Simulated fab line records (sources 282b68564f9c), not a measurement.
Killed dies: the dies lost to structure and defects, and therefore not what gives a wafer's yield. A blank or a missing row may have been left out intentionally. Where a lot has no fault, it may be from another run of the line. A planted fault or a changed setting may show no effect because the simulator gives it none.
Problem report, 8D (eight disciplines) form, completed by code || flow rit_cmos || the parts of the form that need people (team, actions taken, sign-off) are left out

## 1. THE ISSUE
RIT_GATE_ETCH_19, rf_fwd_power_W: mean 184.6 W over 1 wafer from 1 lot; wafers with no fault: 159.4 W, standard deviation 0.5. That is +50 standard deviations from the usual mean.
The step: etches poly-Si in SF6/CHF3/O2, stops on SiO2, time 165 s, target depth 312.5 nm.
Earliest sighting: wafer L698.4 on rie_si-01 at day 6 03:41. Wafers with a number at this step in the record: 15, from 5 lots. The rule behind "out" and "out of limits": a value lying over 4 standard deviations away from the usual mean. The other wafers with a number count as sound.

## 2. WHAT IT IS; WHAT IT IS NOT
{"question": "which readings at this step", "is": "rf_fwd_power_W", "is not": "drypump_motor_current_A, oes_product_au, throttle_valve_pct"}
{"question": "which lots", "is": "L698", "is not": "L681, L686, L699, L701"}
{"question": "which wafers of those lots", "is": "L698.4", "is not": "L698.2, L698.3"}
{"question": "read on which tools", "is": "rie_si-01", "is not": "rie_si-02"}
{"question": "when", "is": "from day 6 03:41", "is not": "up to then (8 sound wafers); but 6 sound wafers of L699, L701 came after"}

## 3. WHAT RULES OUT EACH SUSPECT
Counting: a tool at a process step up to the reading stays a suspect if it ran every lot that is out. Sound lots after the first of them don't rule it out here, since some wafers of a struck lot are sound.
- rie_si-01 at RIT_GATE_ETCH_19 (etches poly-Si in SF6/CHF3/O2, stops on SiO2, time 165 s, target depth 312.5 nm): kept. The lot that is out, L698, ran on it at day 6 03:41; the last sound lot it ran before that was L686, at day 3 15:28. Its own rf_fwd_power_W readings are out on those wafers.
- Within rie_si-01 at RIT_GATE_ETCH_19: the wafers that are out ran in chamber 2; their sound lot-mates ran in chambers 0, 1.
The count leaves rie_si-01 at RIT_GATE_ETCH_19.

## 4. THE CAUSE (what the simulator had put in)
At RIT_GATE_ETCH_19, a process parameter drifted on rie_si-01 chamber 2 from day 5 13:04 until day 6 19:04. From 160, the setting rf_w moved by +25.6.
After counting, this tool was the only one left.

## 5. THE EFFECT CHAIN, in route order
Each row: a reading where the mean over the struck wafers with a number is more than 3 standard deviations away from the usual. Scope: only readings with a usual standard deviation given in the record; hours: median across lots of the time from each lot's start at the first step in this table that gives one to its start at this step; sigmas: change in usual standard deviations.
{"hours": 0, "step": "RIT_GATE_ETCH_19", "reading": "rf_fwd_power_W", "usual": "159.4 W", "on struck wafers": 184.6, "change": "+25.2", "sigmas": "+50"}
Process steps it contains:
- RIT_GATE_ETCH_19: etches poly-Si in SF6/CHF3/O2, stops on SiO2, time 165 s, target depth 312.5 nm.

## 6. WHAT WOULD HAVE CAUGHT IT SOONER
15 hours passed between the start of the fault at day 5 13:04 and the first reading out of limits in this record, taken at day 6 03:41.
